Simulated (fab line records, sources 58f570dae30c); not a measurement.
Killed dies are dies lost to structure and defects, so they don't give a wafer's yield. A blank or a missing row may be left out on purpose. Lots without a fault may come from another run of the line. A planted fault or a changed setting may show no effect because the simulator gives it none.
Which tool did it? | flow berkeley_cmos170 | 24 lots, 72 wafers sampled, at 4 steps of a route of 331

WHAT THE GAUGES READ, wafer by wafer
UCB170_PWELL_THK_MEAS_03. Usual: PWELL_OXIDE_THK 26.4 nm, standard deviation 0.62.
lot  | measured    | on            | PWELL_OXIDE_THK (nm) | flag
L074 | day 2 23:35 | film_metro-03 | 26.5 25.9 26.7       |
L076 | day 3 07:50 | film_metro-03 | 25.4 25.9 25.4       |
L075 | day 3 07:52 | film_metro-01 | 25.3 25.6 25.2       |
L078 | day 3 15:33 | film_metro-02 | 26.1 26.3 25.9       |
L077 | day 3 19:46 | film_metro-02 | 26.8 27.3 27.0       |
L079 | day 4 03:08 | film_metro-02 | 26.4 26.3 26.5       |
L080 | day 4 03:10 | film_metro-01 | 26.1 25.8 26.0       |
L081 | day 4 10:52 | film_metro-02 | 26.3 26.3 26.4       |
L082 | day 4 10:52 | film_metro-03 | 26.3 26.4 26.1       |
L083 | day 4 20:17 | film_metro-01 | 26.8 26.5 26.5       |
L084 | day 4 20:19 | film_metro-03 | 25.9 26.1 26.0       |
L086 | day 5 04:47 | film_metro-02 | 25.5 26.0 25.8       |
L085 | day 5 04:54 | film_metro-03 | 26.2 26.0 25.5       |
L087 | day 5 19:07 | film_metro-01 | 25.6 26.0 25.8       |
L088 | day 5 19:08 | film_metro-03 | 26.2 26.5 26.7       |
L089 | day 6 09:27 | film_metro-02 | 27.2 27.3 27.1       |
L090 | day 6 15:57 | film_metro-01 | 26.0 25.7 26.2       |
L091 | day 7 00:37 | film_metro-03 | 25.8 25.9 25.6       |
L092 | day 7 00:37 | film_metro-01 | 26.0 26.1 26.0       |
L093 | day 7 06:07 | film_metro-03 | 27.1 27.1 27.4       |
L094 | day 7 06:07 | film_metro-01 | 27.2 28.0 27.7       |
L095 | day 7 16:53 | film_metro-03 | 27.3 27.5 27.5       |
L096 | day 7 16:55 | film_metro-01 | 26.7 26.6 26.5       |
L097 | day 7 22:20 | film_metro-03 | 26.7 26.5 26.2       |

UCB170_ACTIVE_THK_MEAS_06. Usual: ACTIVE_NITRIDE_THK 220.8 nm, standard deviation 2.2.
lot  | measured     | on            | ACTIVE_NITRIDE_THK (nm) | flag
L074 | day 4 18:57  | film_metro-04 | 223.4 226.8 225.5       |
L076 | day 4 18:59  | film_metro-04 | 223.3 223.6 221.6       |
L075 | day 4 19:02  | film_metro-03 | 220.8 220.3 221.4       |
L078 | day 5 14:09  | film_metro-03 | 218.3 220.7 220.3       |
L077 | day 5 14:10  | film_metro-04 | 219.9 219.3 219.6       |
L079 | day 6 03:10  | film_metro-04 | 218.2 221.4 219.3       |
L080 | day 6 03:11  | film_metro-02 | 222.0 221.0 221.3       |
L081 | day 6 16:31  | film_metro-03 | 217.4 219.7 219.6       |
L082 | day 6 16:31  | film_metro-02 | 221.7 221.7 222.3       |
L083 | day 7 01:11  | film_metro-02 | 221.5 224.3 224.9       |
L084 | day 7 01:13  | film_metro-03 | 219.5 222.3 220.4       |
L086 | day 7 06:43  | film_metro-04 | 224.0 224.3 223.9       |
L085 | day 7 06:42  | film_metro-02 | 217.0 218.1 215.5       |
L087 | day 7 19:27  | film_metro-03 | 222.6 219.8 220.7       |
L088 | day 7 19:27  | film_metro-02 | 220.6 218.9 219.3       |
L089 | day 8 05:30  | film_metro-03 | 221.4 223.1 221.3       |
L090 | day 8 12:25  | film_metro-03 | 218.3 220.8 219.2       |
L091 | day 9 02:27  | film_metro-03 | 218.4 217.0 219.5       |
L092 | day 9 02:27  | film_metro-04 | 220.4 220.9 222.9       |
L093 | day 9 09:22  | film_metro-02 | 223.5 222.4 221.6       |
L094 | day 9 09:22  | film_metro-04 | 217.5 220.4 219.7       |
L095 | day 9 09:22  | film_metro-03 | 219.6 220.7 219.8       |
L096 | day 9 09:27  | film_metro-04 | 220.6 220.8 218.8       |
L097 | day 10 00:44 | film_metro-02 | 218.8 218.4 220.7       |

UCB170_ACTIVE_CD_MEAS_13: target cd 1200 nm. Usual: cd_nm 1199.6 nm, standard deviation 1.3.
lot  | measured     | on        | cd_nm (nm)           | flag
L074 | day 4 20:19  | cd_sem-01 | 1202.8 1201.4 1201.9 |
L076 | day 4 20:25  | cd_sem-02 | 1200.9 1200.0 1202.0 |
L075 | day 4 20:44  | cd_sem-02 | 1201.3 1200.9 1201.2 |
L078 | day 5 15:11  | cd_sem-02 | 1199.9 1199.7 1199.5 |
L077 | day 5 15:56  | cd_sem-02 | 1200.8 1200.7 1200.7 |
L079 | day 6 04:04  | cd_sem-02 | 1198.2 1198.3 1198.8 |
L080 | day 6 04:22  | cd_sem-02 | 1200.2 1201.2 1200.0 |
L081 | day 6 17:26  | cd_sem-02 | 1198.0 1199.2 1198.9 |
L082 | day 6 17:41  | cd_sem-01 | 1200.0 1199.8 1198.8 |
L083 | day 7 02:26  | cd_sem-02 | 1199.3 1199.8 1199.0 |
L084 | day 7 02:41  | cd_sem-02 | 1197.7 1196.8 1199.6 |
L086 | day 7 07:55  | cd_sem-01 | 1200.7 1199.7 1198.3 |
L085 | day 7 07:43  | cd_sem-02 | 1199.5 1199.6 1200.4 |
L087 | day 7 20:22  | cd_sem-02 | 1198.1 1199.1 1199.2 |
L088 | day 7 20:38  | cd_sem-01 | 1198.7 1199.4 1198.6 |
L089 | day 8 06:38  | cd_sem-01 | 1201.2 1199.3 1202.1 |
L090 | day 8 13:19  | cd_sem-02 | 1199.1 1199.4 1200.1 |
L091 | day 9 03:29  | cd_sem-01 | 1201.3 1200.9 1200.4 |
L092 | day 9 03:37  | cd_sem-02 | 1200.4 1199.1 1199.5 |
L093 | day 9 10:44  | cd_sem-01 | 1198.9 1198.2 1198.9 |
L094 | day 9 10:28  | cd_sem-02 | 1197.5 1198.5 1199.6 |
L095 | day 9 11:01  | cd_sem-01 | 1199.7 1199.8 1199.3 |
L096 | day 9 11:04  | cd_sem-02 | 1199.0 1199.9 1199.1 |
L097 | day 10 02:01 | cd_sem-02 | 1198.2 1197.4 1198.3 |

WHICH TOOL RAN EACH LOT (tool, then ch and the chambers of the sampled wafers, then the start)
lot  | UCB170_PWELL_STRIP_16
L074 | plasma_asher-04 ch 0,1, day 3 08:38
L076 | plasma_asher-01 ch 0,1, day 3 16:29
L075 | plasma_asher-04 ch 0,1, day 3 16:15
L078 | plasma_asher-04 ch 0,1, day 4 02:53
L077 | plasma_asher-03 ch 0,1, day 4 03:07
L079 | plasma_asher-03 ch 0,1, day 4 11:19
L080 | plasma_asher-01 ch 0,1, day 4 11:37
L081 | plasma_asher-04 ch 0,1, day 4 20:49
L082 | plasma_asher-01 ch 0,1, day 4 21:00
L083 | plasma_asher-04 ch 0,1, day 5 06:29
L084 | plasma_asher-01 ch 0,1, day 5 06:11
L086 | plasma_asher-01 ch 0,1, day 5 16:27
L085 | plasma_asher-01 ch 0,1, day 5 16:46
L087 | plasma_asher-04 ch 0,1, day 6 07:08
L088 | plasma_asher-01 ch 0, day 6 07:23
L089 | plasma_asher-01 ch 0,1, day 6 21:02
L090 | plasma_asher-01 ch 0,1, day 7 01:02
L091 | plasma_asher-04 ch 0,1, day 7 08:53
L092 | plasma_asher-03 ch 0,1, day 7 09:07
L093 | plasma_asher-01 ch 0,1, day 7 17:50
L094 | plasma_asher-04 ch 0,1, day 7 17:35
L095 | plasma_asher-03 ch 0,1, day 8 02:55
L096 | plasma_asher-04 ch 0,1, day 8 02:43
L097 | plasma_asher-03 ch 0, day 8 10:32
- UCB170_PWELL_STRIP_16: strips in O2.

WHAT THE TOOLS THEMSELVES READ (means of the sampled wafers that have a number; where no wafer has one, the mark that the record gives instead)
UCB170_PWELL_STRIP_16. Usual: chamber_pressure_mTorr 3500 mTorr, standard deviation 3.1; drypump_motor_current_A 5.8 A, standard deviation 0.41; oes_product_au 0.720 a.u., standard deviation 0.0048; strip_time_to_endpoint_s 18.09 s, standard deviation 0.081.
lot  | tool            | chamber_pressure_mTorr (mTorr) | drypump_motor_current_A (A) | oes_product_au (a.u.) | strip_time_to_endpoint_s (s) | flag
L074 | plasma_asher-04 | 3498                           | 5.4                         | 0.716                 | 18.21                        |
L076 | plasma_asher-01 | 3501                           | 6.2                         | 0.725                 | 17.96                        |
L075 | plasma_asher-04 | 3499                           | 5.4                         | 0.719                 | 18.15                        |
L078 | plasma_asher-04 | 3501                           | 5.7                         | 0.726                 | 17.98                        |
L077 | plasma_asher-03 | 3500                           | 5.4                         | 0.724                 | 18.11                        |
L079 | plasma_asher-03 | 3498                           | 5.5                         | 0.717                 | 18.07                        |
L080 | plasma_asher-01 | 3496                           | 6.3                         | 0.725                 | 18.12                        |
L081 | plasma_asher-04 | 3502                           | 5.4                         | 0.720                 | 18.11                        |
L082 | plasma_asher-01 | 3501                           | 6.3                         | 0.720                 | 18.11                        |
L083 | plasma_asher-04 | 3498                           | 5.4                         | 0.721                 | 18.06                        |
L084 | plasma_asher-01 | 3499                           | 6.2                         | 0.720                 | 18.03                        |
L086 | plasma_asher-01 | 3504                           | 6.2                         | 0.714                 | 18.07                        |
L085 | plasma_asher-01 | 3501                           | 6.2                         | 0.722                 | 18.04                        |
L087 | plasma_asher-04 | 3499                           | 5.4                         | 0.723                 | 18.10                        |
L088 | plasma_asher-01 | 3500                           | 6.3                         | 0.717                 | 18.05                        |
L089 | plasma_asher-01 | 3502                           | 6.2                         | 0.719                 | 18.16                        |
L090 | plasma_asher-01 | 3499                           | 6.2                         | 0.716                 | 18.10                        |
L091 | plasma_asher-04 | 3500                           | 5.7                         | 0.722                 | 18.15                        |
L092 | plasma_asher-03 | 3503                           | 5.5                         | 0.720                 | 18.07                        |
L093 | plasma_asher-01 | 3503                           | 6.3                         | 0.719                 | 18.08                        |
L094 | plasma_asher-04 | 3500                           | 5.4                         | 0.719                 | 18.04                        |
L095 | plasma_asher-03 | 3501                           | 5.6                         | 0.724                 | 18.08                        |
L096 | plasma_asher-04 | 3504                           | 5.4                         | 0.722                 | 18.13                        |
L097 | plasma_asher-03 | 3498                           | 5.4                         | 0.720                 | 18.18                        |

THE ANSWER, worked out from the rows above alone
Rule: a lot is off if the mean of its wafers that have a number lies more than 3 standard deviations from the usual mean. A lot without any number at a reading at which 4 lots or more have one is off too. The other lots that the step has rows for count as sound. The gauges are gone through in route order, then the tools' own readings, and for those a lot's mean is taken as printed above. The first step at which some lot is off is used, and at that step the reading that is off furthest; a lot without a number counts as furthest.
No lot is off at any reading shown: from this, nothing can be told.

WHAT THE SIMULATOR HAD PUT IN
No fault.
